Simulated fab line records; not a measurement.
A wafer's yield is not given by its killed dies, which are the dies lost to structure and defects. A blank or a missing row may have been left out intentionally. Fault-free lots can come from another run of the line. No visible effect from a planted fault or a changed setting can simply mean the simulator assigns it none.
fab line records + flow berkeleyCmos170
record:
- lots: 14
- wafers: 42
- lastDay: 12
route steps=331 shown CONTACT@236 M2@278 V2@292 M3@316
lots with no fault: from the same line, run without faults
startH: start of the lot's first displayed wafer, in hours after the record's first day + waitH: hours since the lot's step before + " the same as in the row above + L1.1+2: a row that stands for several wafers + - either no value or no given start + * or withheld: withheld + < > ~ a bound
route shown NAME@n: a module of which the file shows steps, and the number in the route of the first + usual: mean/standard deviation of fault-free wafers + same: alike in all rows + chamber/n: place in a boat + sites: each site's reading + _std_site: their standard deviation + _edge_site: inner sites' mean taken away from outer sites' mean + radiusMm: how far each site lies from the wafer's centre + mask NAME#n: copy n + behind: the most recent tool/chamber to have shaped the wafer + hold: why the lot was held/for how many hours/how that ended + device: names the non-switching transistor (n, p or np) + end of line: tests run on the same wafers once the route is complete + a step given without rows: its recipe and nothing more + killed: not the wafer's yield, but the dies lost to structure and defects at the first sort + map: per-die view of a wafer (x killed, . not killed, _ where there is no die)
set.NAME: the run value of the setting; set.NAME@STEP: its run value at that earlier step + model.NAME: the simulator's own value behind a step, which no gauge read
steps of the route over a sample of lots; a table a step, a row a wafer
services: the hour from which a tool's chamber was out of use, counted from the record's first day as startH (under 0 if before that day), plus the number of hours and why
== steps ==
step: UCB170_CONTACT_CD_MEAS_90
recipe:
- targetCdNm: 700
usual:
- cdNm: 699.9/1.6
| lot.wafer | tool     | chamber | startH | waitH | cdNm  |
|-----------|----------|---------|--------|-------|-------|
| L232.1    | cdSem-02 | -       | 165.37 | 0.1   | 698.0 |
| L232.2    | "        | -       | "      | "     | 697.4 |
| L232.4    | "        | -       | "      | "     | 698.6 |
| L231.1    | cdSem-01 | -       | 166.74 | 0.1   | 700.1 |
| L231.2    | "        | -       | "      | "     | 700.6 |
| L231.6    | "        | -       | "      | "     | 700.9 |
| L233.1    | cdSem-02 | -       | 169.56 | 0.1   | 697.3 |
| L233.3    | "        | -       | "      | "     | 699.9 |
| L233.4    | "        | -       | "      | "     | 698.9 |
| L234.4    | cdSem-01 | -       | 175.78 | 0.1   | 699.8 |
| L234.5    | "        | -       | "      | "     | 699.1 |
| L234.6    | "        | -       | "      | "     | 698.5 |
| L238.4    | cdSem-01 | -       | 177.26 | 0.1   | 696.6 |
| L238.5    | "        | -       | "      | "     | 698.7 |
| L238.6    | "        | -       | "      | "     | 697.3 |
| L237.1    | cdSem-02 | -       | 181.25 | 0.1   | 700.7 |
| L237.3    | "        | -       | "      | "     | 701.7 |
| L237.6    | "        | -       | "      | "     | 699.3 |
| L240.1    | cdSem-02 | -       | 194.66 | 0.2   | 699.6 |
| L240.2    | "        | -       | "      | "     | 698.9 |
| L240.6    | "        | -       | "      | "     | 701.1 |
| L242.3    | cdSem-02 | -       | 209.05 | 0.1   | 701.8 |
| L242.4    | "        | -       | "      | "     | 702.7 |
| L242.6    | "        | -       | "      | "     | 702.7 |
| L246.1    | cdSem-01 | -       | 241.19 | 0.1   | 700.0 |
| L246.2    | "        | -       | "      | "     | 701.2 |
| L246.6    | "        | -       | "      | "     | 700.1 |
| L245.1    | cdSem-02 | -       | 243.57 | 0.1   | 701.0 |
| L245.3    | "        | -       | "      | "     | 700.7 |
| L245.5    | "        | -       | "      | "     | 701.7 |
| L248.2    | cdSem-02 | -       | 244.14 | 0.1   | 702.7 |
| L248.4    | "        | -       | "      | "     | 701.9 |
| L248.6    | "        | -       | "      | "     | 700.6 |
| L252.3    | cdSem-01 | -       | 262.33 | 0.1   | 703.4 |
| L252.5    | "        | -       | "      | "     | 703.6 |
| L252.6    | "        | -       | "      | "     | 701.9 |
| L251.3    | cdSem-01 | -       | 264.69 | 0.1   | 699.1 |
| L251.5    | "        | -       | "      | "     | 697.6 |
| L251.6    | "        | -       | "      | "     | 698.5 |
| L253.2    | cdSem-02 | -       | 277.99 | 0.1   | 699.6 |
| L253.3    | "        | -       | "      | "     | 701.9 |
| L253.5    | "        | -       | "      | "     | 703.0 |
step: UCB170_M2_STRIP_07
recipe:
- chemistry: O2
- powerW: 400
- pressureMtorr: 3500
- platenTempC: withheld
- o2FlowSccm: 400
- overashFraction: 0.5
usual:
- drypumpMotorCurrentA: 5.7/0.62
- oesProductAu: 0.735/0.0047
- stripTimeToEndpointS: 21.99/0.072
same:
- overashFraction: 0.5
| lot.wafer | tool           | chamber | startH | waitH | drypumpMotorCurrentA | oesProductAu | rfHoursCounterH | stripTimeToEndpointS |
|-----------|----------------|---------|--------|-------|----------------------|--------------|-----------------|----------------------|
| L232.1    | plasmaAsher-01 | 0       | 174.54 | 0.1   | 5.0                  | 0.732        | 45              | 21.98                |
| L232.2    | "              | 1       | "      | "     | 5.1                  | 0.738        | 45              | 21.95                |
| L232.4    | "              | 0       | "      | "     | 5.0                  | 0.743        | -               | 22.00                |
| L231.1    | plasmaAsher-04 | 0       | 174.63 | 0.1   | 6.6                  | 0.741        | 47              | 21.93                |
| L231.2    | "              | 1       | "      | "     | 5.9                  | 0.742        | 47              | 21.98                |
| L231.6    | "              | 0       | "      | "     | 6.6                  | 0.742        | -               | 21.93                |
| L234.4    | plasmaAsher-04 | 1       | 186.43 | 0.1   | 5.9                  | 0.739        | -               | 21.91                |
| L234.5    | "              | 0       | "      | "     | 6.6                  | 0.740        | -               | 21.97                |
| L234.6    | "              | 1       | "      | "     | 5.8                  | 0.730        | -               | 21.98                |
| L233.1    | plasmaAsher-02 | 1       | 186.81 | 0.1   | 6.3                  | 0.740        | 7               | 21.94                |
| L233.3    | "              | 0       | "      | "     | 5.2                  | 0.734        | -               | 21.94                |
| L233.4    | "              | 1       | "      | "     | 6.3                  | 0.740        | -               | 21.93                |
| L238.4    | plasmaAsher-04 | 1       | 187.77 | 0.1   | 5.9                  | 0.731        | -               | 22.00                |
| L238.5    | "              | 1       | "      | "     | 5.8                  | 0.731        | -               | 22.00                |
| L238.6    | "              | 0       | "      | "     | 6.6                  | 0.735        | -               | 22.02                |
| L237.1    | plasmaAsher-02 | 0       | 195.94 | 0.1   | 5.2                  | 0.738        | 8               | 22.06                |
| L237.3    | "              | 0       | "      | "     | 5.2                  | 0.736        | -               | 22.04                |
| L237.6    | "              | 1       | "      | "     | 6.3                  | 0.737        | -               | 22.11                |
| L240.1    | plasmaAsher-04 | 1       | 203.77 | 0.1   | 5.9                  | 0.737        | 50              | 22.07                |
| L240.2    | "              | 0       | "      | "     | 6.6                  | 0.736        | 50              | 22.09                |
| L240.6    | "              | 0       | "      | "     | 6.6                  | 0.728        | -               | 22.02                |
| L242.3    | plasmaAsher-04 | 1       | 219.08 | 0.1   | 5.8                  | 0.729        | -               | 22.01                |
| L242.4    | "              | 0       | "      | "     | 6.6                  | 0.723        | -               | 22.00                |
| L242.6    | "              | 1       | "      | "     | 5.9                  | 0.729        | -               | 21.96                |
| L246.1    | plasmaAsher-01 | 1       | 254.37 | 0.1   | 5.1                  | 0.734        | 53              | 21.92                |
| L246.2    | "              | 0       | "      | "     | 5.0                  | 0.744        | 53              | 21.82                |
| L246.6    | "              | 1       | "      | "     | 5.1                  | 0.738        | -               | 21.90                |
| L248.2    | plasmaAsher-01 | 1       | 254.77 | 0.1   | 5.1                  | 0.733        | 53              | 21.91                |
| L248.4    | "              | 0       | "      | "     | 4.9                  | 0.736        | -               | 21.90                |
| L248.6    | "              | 1       | "      | "     | 5.1                  | 0.731        | -               | 21.91                |
| L245.1    | plasmaAsher-02 | 0       | 255.06 | 0.1   | 5.2                  | 0.734        | 14              | 22.10                |
| L245.3    | "              | 1       | "      | "     | 6.3                  | 0.731        | -               | 22.04                |
| L245.5    | "              | 1       | "      | "     | 6.3                  | 0.739        | -               | 22.04                |
| L252.3    | plasmaAsher-01 | 1       | 274.79 | 0.1   | 5.1                  | 0.734        | -               | 22.10                |
| L252.5    | "              | 0       | "      | "     | 5.0                  | 0.734        | -               | 22.05                |
| L252.6    | "              | 1       | "      | "     | 5.1                  | 0.733        | -               | 22.07                |
| L251.3    | plasmaAsher-02 | 0       | 275.74 | 0.1   | 5.2                  | 0.729        | -               | 21.87                |
| L251.5    | "              | 1       | "      | "     | 6.3                  | 0.736        | -               | 21.90                |
| L251.6    | "              | 0       | "      | "     | 5.2                  | 0.728        | -               | 21.95                |
| L253.2    | plasmaAsher-01 | 0       | 287.44 | 0.1   | 5.0                  | 0.731        | 57              | 21.90                |
| L253.3    | "              | 1       | "      | "     | 5.1                  | 0.735        | -               | 22.02                |
| L253.5    | "              | 1       | "      | "     | 5.1                  | 0.732        | -               | 21.90                |
step: UCB170_V2_CVD_00
recipe:
- material: SiO2
- targetThkNm: 2000
- tempC: 390
- precursor: TEOS/O2
- timeS: 250
- rfW: 550
- pressureMtorr: 9000
usual:
- heaterPowerW: 247/57
| lot.wafer | tool     | chamber | startH | waitH | heaterPowerW |
|-----------|----------|---------|--------|-------|--------------|
| L232.1    | pecvd-01 | 2       | 176.50 | 0.1   | 249          |
| L232.2    | "        | 0       | "      | "     | 334          |
| L232.4    | "        | 2       | "      | "     | 202          |
| L231.1    | pecvd-03 | 1       | 177.18 | 0.1   | 241          |
| L231.2    | "        | 2       | "      | "     | 369          |
| L231.6    | "        | 0       | "      | "     | 154          |
| L234.4    | pecvd-04 | 1       | 188.69 | 0.1   | 183          |
| L234.5    | "        | 2       | "      | "     | 179          |
| L234.6    | "        | 0       | "      | "     | 192          |
| L233.1    | pecvd-03 | 0       | 188.98 | 0.1   | 169          |
| L233.3    | "        | 2       | "      | "     | 394          |
| L233.4    | "        | 2       | "      | "     | 300          |
| L238.4    | pecvd-04 | 0       | 189.53 | 0.1   | 270          |
| L238.5    | "        | 1       | "      | "     | 190          |
| L238.6    | "        | 2       | "      | "     | 187          |
| L237.1    | pecvd-04 | 2       | 197.66 | 0.1   | 249          |
| L237.3    | "        | 0       | "      | "     | 244          |
| L237.6    | "        | 0       | "      | "     | 189          |
| L240.1    | pecvd-03 | 2       | 205.62 | 0.1   | 367          |
| L240.2    | "        | 1       | "      | "     | 263          |
| L240.6    | "        | 1       | "      | "     | 309          |
| L242.3    | pecvd-03 | 0       | 220.77 | 0.1   | 213          |
| L242.4    | "        | 0       | "      | "     | 155          |
| L242.6    | "        | 1       | "      | "     | 217          |
| L248.2    | pecvd-01 | 1       | 258.23 | 0.1   | 195          |
| L248.4    | "        | 1       | "      | "     | 259          |
| L248.6    | "        | 0       | "      | "     | 229          |
| L246.1    | pecvd-04 | 0       | 258.39 | 0.1   | 260          |
| L246.2    | "        | 2       | "      | "     | 269          |
| L246.6    | "        | 0       | "      | "     | 255          |
| L245.1    | pecvd-04 | 0       | 258.89 | 0.1   | 235          |
| L245.3    | "        | 0       | "      | "     | 177          |
| L245.5    | "        | 2       | "      | "     | 183          |
| L252.3    | pecvd-04 | 2       | 277.34 | 0.1   | 250          |
| L252.5    | "        | 2       | "      | "     | 186          |
| L252.6    | "        | 1       | "      | "     | 178          |
| L251.3    | pecvd-01 | 0       | 278.21 | 0.1   | 314          |
| L251.5    | "        | 2       | "      | "     | 207          |
| L251.6    | "        | 1       | "      | "     | 274          |
| L253.2    | pecvd-04 | 0       | 289.87 | 0.1   | 275          |
| L253.3    | "        | 2       | "      | "     | 259          |
| L253.5    | "        | 1       | "      | "     | 255          |
step: UCB170_V2_THK_MEAS_01
recipe:
- reads: SiO2_of_V2_CVD_00
usual:
- V2_TEOS_THK: 1998/25
| lot.wafer | tool         | chamber | startH | waitH | V2_TEOS_THK[nm] |
|-----------|--------------|---------|--------|-------|-----------------|
| L232.1    | filmMetro-02 | -       | 176.66 | 0.1   | 1978            |
| L232.2    | "            | -       | "      | "     | 1964            |
| L232.4    | "            | -       | "      | "     | 2008            |
| L231.1    | filmMetro-04 | -       | 177.33 | 0.1   | 1959            |
| L231.2    | "            | -       | "      | "     | 1976            |
| L231.6    | "            | -       | "      | "     | 2021            |
| L234.4    | filmMetro-03 | -       | 188.80 | 0.0   | 2024            |
| L234.5    | "            | -       | "      | "     | 2047            |
| L234.6    | "            | -       | "      | "     | 2061            |
| L233.1    | filmMetro-03 | -       | 189.14 | 0.1   | 2000            |
| L233.3    | "            | -       | "      | "     | 2005            |
| L233.4    | "            | -       | "      | "     | 2012            |
| L238.4    | filmMetro-04 | -       | 189.64 | 0.0   | 2058            |
| L238.5    | "            | -       | "      | "     | 2033            |
| L238.6    | "            | -       | "      | "     | 2041            |
| L237.1    | filmMetro-02 | -       | 197.82 | 0.1   | 1975            |
| L237.3    | "            | -       | "      | "     | 1982            |
| L237.6    | "            | -       | "      | "     | 2020            |
| L240.1    | filmMetro-04 | -       | 205.78 | 0.1   | 1981            |
| L240.2    | "            | -       | "      | "     | 1526            |
| L240.6    | "            | -       | "      | "     | 1560            |
| L242.3    | filmMetro-03 | -       | 220.94 | 0.1   | 1989            |
| L242.4    | "            | -       | "      | "     | 2027            |
| L242.6    | "            | -       | "      | "     | 1547            |
| L248.2    | filmMetro-03 | -       | 258.39 | 0.1   | 1958            |
| L248.4    | "            | -       | "      | "     | 1984            |
| L248.6    | "            | -       | "      | "     | 1999            |
| L246.1    | filmMetro-02 | -       | 258.62 | 0.2   | 1979            |
| L246.2    | "            | -       | "      | "     | 1972            |
| L246.6    | "            | -       | "      | "     | 1996            |
| L245.1    | filmMetro-04 | -       | 259.13 | 0.2   | 1965            |
| L245.3    | "            | -       | "      | "     | 1992            |
| L245.5    | "            | -       | "      | "     | 2034            |
| L252.3    | filmMetro-04 | -       | 277.51 | 0.1   | 2008            |
| L252.5    | "            | -       | "      | "     | 2035            |
| L252.6    | "            | -       | "      | "     | 2016            |
| L251.3    | filmMetro-04 | -       | 278.39 | 0.1   | 2009            |
| L251.5    | "            | -       | "      | "     | 2047            |
| L251.6    | "            | -       | "      | "     | 2023            |
| L253.2    | filmMetro-02 | -       | 290.03 | 0.1   | 1961            |
| L253.3    | "            | -       | "      | "     | 1973            |
| L253.5    | "            | -       | "      | "     | 1991            |
step: UCB170_V2_THK_MEAS_04
recipe:
- reads: SiO2_of_V2_CVD_00
usual:
- V2_POLISHED_THK: 1000.5/0.86
| lot.wafer | tool         | chamber | startH | waitH | V2_POLISHED_THK[nm] |
|-----------|--------------|---------|--------|-------|---------------------|
| L232.1    | filmMetro-03 | -       | 177.14 | 0.1   | 1000.6              |
| L232.2    | "            | -       | "      | "     | 1000.2              |
| L232.4    | "            | -       | "      | "     | 998.3               |
| L231.1    | filmMetro-02 | -       | 177.81 | 0.1   | 1000.1              |
| L231.2    | "            | -       | "      | "     | 999.5               |
| L231.6    | "            | -       | "      | "     | 999.9               |
| L234.4    | filmMetro-02 | -       | 189.28 | 0.1   | 1001.2              |
| L234.5    | "            | -       | "      | "     | 1001.5              |
| L234.6    | "            | -       | "      | "     | 1000.7              |
| L233.1    | filmMetro-03 | -       | 189.62 | 0.1   | 1000.3              |
| L233.3    | "            | -       | "      | "     | 999.3               |
| L233.4    | "            | -       | "      | "     | 1000.2              |
| L238.4    | filmMetro-03 | -       | 190.12 | 0.1   | 1000.8              |
| L238.5    | "            | -       | "      | "     | 1000.6              |
| L238.6    | "            | -       | "      | "     | 999.2               |
| L237.1    | filmMetro-03 | -       | 198.30 | 0.1   | 1001.9              |
| L237.3    | "            | -       | "      | "     | 1000.1              |
| L237.6    | "            | -       | "      | "     | 1001.0              |
| L240.1    | filmMetro-04 | -       | 206.26 | 0.1   | 1000.2              |
| L240.2    | "            | -       | "      | "     | 566.4               |
| L240.6    | "            | -       | "      | "     | 568.7               |
| L242.3    | filmMetro-03 | -       | 221.42 | 0.1   | 1000.9              |
| L242.4    | "            | -       | "      | "     | 1000.3              |
| L242.6    | "            | -       | "      | "     | 560.7               |
| L248.2    | filmMetro-03 | -       | 258.87 | 0.1   | 1000.9              |
| L248.4    | "            | -       | "      | "     | 1003.1              |
| L248.6    | "            | -       | "      | "     | 1002.3              |
| L246.1    | filmMetro-02 | -       | 259.10 | 0.1   | 1000.8              |
| L246.2    | "            | -       | "      | "     | 1000.2              |
| L246.6    | "            | -       | "      | "     | 1002.8              |
| L245.1    | filmMetro-04 | -       | 259.61 | 0.1   | 1001.6              |
| L245.3    | "            | -       | "      | "     | 1001.0              |
| L245.5    | "            | -       | "      | "     | 1000.9              |
| L252.3    | filmMetro-02 | -       | 277.99 | 0.1   | 1002.0              |
| L252.5    | "            | -       | "      | "     | 1001.5              |
| L252.6    | "            | -       | "      | "     | 1002.3              |
| L251.3    | filmMetro-04 | -       | 278.87 | 0.1   | 1000.8              |
| L251.5    | "            | -       | "      | "     | 1000.9              |
| L251.6    | "            | -       | "      | "     | 1000.4              |
| L253.2    | filmMetro-03 | -       | 290.51 | 0.1   | 1001.5              |
| L253.3    | "            | -       | "      | "     | 999.9               |
| L253.5    | "            | -       | "      | "     | 1000.2              |
step: UCB170_V2_ETCH_14
recipe:
- chemistry: CHF3/CF4/Ar
- target: SiO2
- stopOn: Al
- CHF3_flow_sccm: 45
- cf4FlowSccm: 15
- Ar_flow_sccm: 150
- pressureMtorr: 200
- rfW: 700
- targetDepthA: 12500
- overEtchFrac: 0.25
- timeS: 291
usual:
- drypumpMotorCurrentA: 5.6/0.48
- oesProductAu: 0.871/0.013
- throttleValvePct: 6.97/0.077
| lot.wafer | tool       | chamber | startH | waitH | drypumpMotorCurrentA | oesProductAu | rfHoursCounterH | throttleValvePct |
|-----------|------------|---------|--------|-------|----------------------|--------------|-----------------|------------------|
| L232.1    | rieDiel-03 | 1       | 178.90 | 0.0   | 4.7                  | 0.860        | 125             | 7.08             |
| L232.2    | "          | 2       | "      | "     | 5.7                  | 0.863        | 114             | 6.99             |
| L232.4    | "          | 0       | "      | "     | 5.5                  | 0.899        | 142             | 6.92             |
| L231.1    | rieDiel-03 | 3       | 179.29 | 0.0   | 6.2                  | 0.867        | 19              | 6.89             |
| L231.2    | "          | 1       | "      | "     | 4.7                  | 0.858        | 125             | 7.05             |
| L231.6    | "          | 3       | "      | "     | 6.2                  | 0.869        | -               | 6.89             |
| L234.4    | rieDiel-03 | 1       | 190.50 | 0.0   | 4.7                  | 0.859        | 125             | 7.07             |
| L234.5    | "          | 1       | "      | "     | 4.7                  | 0.860        | -               | 7.07             |
| L234.6    | "          | 2       | "      | "     | 5.7                  | 0.872        | -               | 7.00             |
| L233.1    | rieDiel-01 | 3       | 190.87 | 0.0   | 5.3                  | 0.865        | 38              | 6.92             |
| L233.3    | "          | 2       | "      | "     | 6.0                  | 0.862        | -               | 7.00             |
| L233.4    | "          | 3       | "      | "     | 5.4                  | 0.857        | -               | 6.93             |
| L238.4    | rieDiel-03 | 0       | 191.72 | 0.0   | 5.5                  | 0.894        | 142             | 6.92             |
| L238.5    | "          | 2       | "      | "     | 5.7                  | 0.876        | -               | 6.99             |
| L238.6    | "          | 1       | "      | "     | 4.7                  | 0.860        | -               | 7.07             |
| L237.1    | rieDiel-03 | 1       | 199.99 | 0.0   | 4.7                  | 0.867        | 126             | 7.07             |
| L237.3    | "          | 0       | "      | "     | 5.5                  | 0.896        | 143             | 6.92             |
| L237.6    | "          | 0       | "      | "     | 5.5                  | 0.887        | -               | 6.92             |
| L240.1    | rieDiel-03 | 2       | 208.46 | 0.0   | 5.8                  | 0.863        | 116             | 7.00             |
| L240.2    | "          | 0       | "      | "     | 5.5                  | 0.699        | 143             | 6.92             |
| L240.6    | "          | 2       | "      | "     | 5.7                  | 0.676        | -               | 6.99             |
| L242.3    | rieDiel-03 | 1       | 222.73 | 0.0   | 4.7                  | 0.861        | 127             | 7.07             |
| L242.4    | "          | 1       | "      | "     | 4.7                  | 0.868        | -               | 7.06             |
| L242.6    | "          | 2       | "      | "     | 5.7                  | 0.677        | -               | 6.99             |
| L248.2    | rieDiel-02 | 3       | 260.39 | 0.0   | 5.5                  | 0.889        | 8               | 7.08             |
| L248.4    | "          | 0       | "      | "     | 5.3                  | 0.873        | -               | 6.98             |
| L248.6    | "          | 3       | "      | "     | 5.5                  | 0.881        | -               | 7.08             |
| L246.1    | rieDiel-03 | 3       | 260.88 | 0.0   | 6.2                  | 0.868        | 22              | 6.90             |
| L246.2    | "          | 1       | "      | "     | 4.7                  | 0.866        | 129             | 7.07             |
| L246.6    | "          | 2       | "      | "     | 5.7                  | 0.871        | -               | 7.00             |
| L245.1    | rieDiel-03 | 1       | 261.39 | 0.0   | 4.7                  | 0.861        | 129             | 7.07             |
| L245.3    | "          | 0       | "      | "     | 5.5                  | 0.847        | 1               | 6.90             |
| L245.5    | "          | 2       | "      | "     | 5.7                  | 0.870        | -               | 7.00             |
| L252.3    | rieDiel-03 | 0       | 279.35 | 0.0   | 5.5                  | 0.850        | 1               | 6.93             |
| L252.5    | "          | 2       | "      | "     | 5.7                  | 0.868        | -               | 6.99             |
| L252.6    | "          | 3       | "      | "     | 6.2                  | 0.873        | -               | 6.86             |
| L251.3    | rieDiel-03 | 1       | 280.47 | 0.0   | 4.7                  | 0.868        | 130             | 7.06             |
| L251.5    | "          | 0       | "      | "     | 5.5                  | 0.854        | -               | 6.93             |
| L251.6    | "          | 3       | "      | "     | 6.2                  | 0.862        | -               | 6.89             |
| L253.2    | rieDiel-01 | 1       | 291.92 | 0.0   | 6.1                  | 0.893        | 42              | 7.07             |
| L253.3    | "          | 2       | "      | "     | 6.0                  | 0.849        | 84              | 7.00             |
| L253.5    | "          | 0       | "      | "     | 6.2                  | 0.879        | -               | 6.93             |
step: UCB170_M3_STRIP_07
recipe:
- chemistry: O2
- powerW: 400
- pressureMtorr: 3500
- platenTempC: withheld
- o2FlowSccm: 400
- overashFraction: 0.5
usual:
- drypumpMotorCurrentA: 5.5/0.51
- oesProductAu: 0.734/0.0047
- stripTimeToEndpointS: 21.96/0.064
same:
- overashFraction: 0.5
| lot.wafer | tool           | chamber | startH | waitH | drypumpMotorCurrentA | oesProductAu | rfHoursCounterH | stripTimeToEndpointS |
|-----------|----------------|---------|--------|-------|----------------------|--------------|-----------------|----------------------|
| L232.1    | plasmaAsher-03 | 1       | 180.20 | 0.1   | 5.7                  | 0.737        | 43              | 21.92                |
| L232.2    | "              | 0       | "      | "     | 6.0                  | 0.737        | 43              | 21.96                |
| L232.4    | "              | 1       | "      | "     | 5.7                  | 0.732        | -               | 21.79                |
| L231.1    | plasmaAsher-01 | 1       | 180.47 | 0.1   | 5.1                  | 0.739        | 46              | 22.02                |
| L231.2    | "              | 0       | "      | "     | 5.0                  | 0.735        | 46              | 21.99                |
| L231.6    | "              | 1       | "      | "     | 5.1                  | 0.731        | -               | 22.01                |
| L234.4    | plasmaAsher-02 | 1       | 191.71 | 0.1   | 6.3                  | 0.719        | -               | 22.04                |
| L234.5    | "              | 0       | "      | "     | 5.2                  | 0.734        | -               | 21.99                |
| L234.6    | "              | 1       | "      | "     | 6.2                  | 0.735        | -               | 22.08                |
| L233.1    | plasmaAsher-02 | 0       | 192.13 | 0.1   | 5.2                  | 0.745        | 8               | 22.09                |
| L233.3    | "              | 0       | "      | "     | 5.2                  | 0.730        | -               | 22.06                |
| L233.4    | "              | 1       | "      | "     | 6.3                  | 0.729        | -               | 22.02                |
| L238.4    | plasmaAsher-02 | 1       | 192.93 | 0.1   | 6.3                  | 0.732        | -               | 21.96                |
| L238.5    | "              | 1       | "      | "     | 6.3                  | 0.737        | -               | 21.92                |
| L238.6    | "              | 0       | "      | "     | 5.2                  | 0.731        | -               | 21.99                |
| L237.1    | plasmaAsher-02 | 1       | 201.17 | 0.1   | 6.3                  | 0.728        | 9               | 21.87                |
| L237.3    | "              | 1       | "      | "     | 6.3                  | 0.733        | -               | 21.92                |
| L237.6    | "              | 1       | "      | "     | 6.3                  | 0.732        | -               | 21.85                |
| L240.1    | plasmaAsher-03 | 1       | 210.01 | 0.1   | 5.7                  | 0.738        | 46              | 21.97                |
| L240.2    | "              | 0       | "      | "     | 6.0                  | 0.736        | 46              | 21.97                |
| L240.6    | "              | 0       | "      | "     | 6.0                  | 0.737        | -               | 21.95                |
| L242.3    | plasmaAsher-01 | 0       | 224.16 | 0.1   | 5.0                  | 0.730        | -               | 21.99                |
| L242.4    | "              | 1       | "      | "     | 5.1                  | 0.732        | -               | 21.97                |
| L242.6    | "              | 1       | "      | "     | 5.1                  | 0.740        | -               | 22.01                |
| L248.2    | plasmaAsher-02 | 1       | 261.57 | 0.1   | 6.3                  | 0.737        | 15              | 21.95                |
| L248.4    | "              | 0       | "      | "     | 5.2                  | 0.732        | -               | 21.90                |
| L248.6    | "              | 1       | "      | "     | 6.3                  | 0.737        | -               | 21.85                |
| L246.1    | plasmaAsher-01 | 1       | 262.32 | 0.1   | 5.1                  | 0.735        | 54              | 21.96                |
| L246.2    | "              | 0       | "      | "     | 5.0                  | 0.739        | 54              | 21.99                |
| L246.6    | "              | 0       | "      | "     | 5.0                  | 0.733        | -               | 21.91                |
| L245.1    | plasmaAsher-03 | 1       | 262.92 | 0.1   | 5.7                  | 0.733        | 51              | 21.99                |
| L245.3    | "              | 0       | "      | "     | 6.0                  | 0.734        | -               | 22.03                |
| L245.5    | "              | 0       | "      | "     | 6.0                  | 0.732        | -               | 21.95                |
| L252.3    | plasmaAsher-02 | 1       | 280.56 | 0.1   | 6.3                  | 0.735        | -               | 21.93                |
| L252.5    | "              | 0       | "      | "     | 5.2                  | 0.727        | -               | 22.01                |
| L252.6    | "              | 1       | "      | "     | 6.3                  | 0.734        | -               | 21.98                |
| L251.3    | plasmaAsher-01 | 1       | 281.89 | 0.1   | 5.1                  | 0.728        | -               | 21.97                |
| L251.5    | "              | 0       | "      | "     | 5.0                  | 0.743        | -               | 21.85                |
| L251.6    | "              | 1       | "      | "     | 5.1                  | 0.730        | -               | 21.99                |
| L253.2    | plasmaAsher-01 | 1       | 293.12 | 0.1   | 5.1                  | 0.728        | 58              | 21.99                |
| L253.3    | "              | 1       | "      | "     | 5.1                  | 0.731        | -               | 22.01                |
| L253.5    | "              | 1       | "      | "     | 5.1                  | 0.735        | -               | 21.99                |
== services ==
| tool           | chamber | startH | hours | kind          |
|----------------|---------|--------|-------|---------------|
| pecvd-01       | -       | 160.65 | 3.2   | repair        |
| plasmaAsher-03 | -       | 162.56 | 2.8   | pm            |
| rieDiel-01     | 0       | 171.49 | -     | clean         |
| rieDiel-01     | 0       | 171.49 | 24.8  | scheduledDown |
| rieDiel-01     | 0       | 171.49 | 24.8  | ventCycle     |
| rieDiel-02     | -       | 179.25 | 1.1   | repair        |
| rieDiel-01     | 1       | 181.77 | 15.1  | repair        |
| plasmaAsher-02 | -       | 199.08 | 1.6   | repair        |
| rieDiel-02     | 1       | 207.25 | 9.3   | repair        |
| rieDiel-03     | 0       | 212.82 | 9.5   | repair        |
| rieDiel-03     | 3       | 220.51 | 4.3   | repair        |
| rieDiel-03     | 0       | 224.81 | -     | clean         |
| rieDiel-03     | 0       | 224.81 | 18.0  | scheduledDown |
| rieDiel-03     | 0       | 224.81 | 18.0  | ventCycle     |
| pecvd-04       | -       | 242.50 | 14.0  | pm            |
| pecvd-04       | 0       | 242.50 | 14.0  | ventCycle     |
| pecvd-04       | 1       | 242.50 | 18.0  | ventCycle     |
| pecvd-04       | 2       | 242.50 | 14.0  | ventCycle     |
| pecvd-04       | 1       | 255.95 | 4.5   | repair        |
| pecvd-04       | 0       | 256.50 | -     | clean         |
| pecvd-04       | 1       | 256.50 | -     | clean         |
| pecvd-04       | 2       | 256.50 | -     | clean         |
| rieDiel-03     | 0       | 272.96 | 3.9   | repair        |
| pecvd-04       | 2       | 274.46 | 1.9   | repair        |
== key ==
firstSign:
- step: UCB170_V2_THK_MEAS_01
- reading: V2_TEOS_THK
- direction: down
- sigmas: 18
- usual: 1998
- struck: 1544
effect:
- step: UCB170_V2_THK_MEAS_04
- reading: V2_POLISHED_THK
- direction: down
- sigmas: 99+
- usual: 1000.5
- struck: 565.3
effect:
- step: UCB170_V2_ETCH_14
- reading: oesProductAu
- direction: down
- sigmas: 15
- usual: 0.871
- struck: 0.684
metAt UCB170_V2_CVD_00
struckLots L240,L242
struckWafers L240.2,L240.6,L242.6
sortLeftOut L240.2,L240.6,L242.6
notActingAt UCB170_CONTACT_CD_MEAS_90,UCB170_M2_STRIP_07,UCB170_M3_STRIP_07
onsetBetween 177.18 205.62
fault:
- kind: siteProfileDrift
- tool: pecvd-03
- chamber: 1
- onsetH: 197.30
- steps: UCB170_V2_CVD_00
- basis: fraction
- maxAbsDrift: 0.51176
- slopeSharePerHr: 113.72
- sitePattern: 0,0,0,0,0,-1,-1,-1,-1
sortLeftOut: the simulated sort isn't trusted on such a fault, so these wafers' sort isn't shown, and their yield isn't known
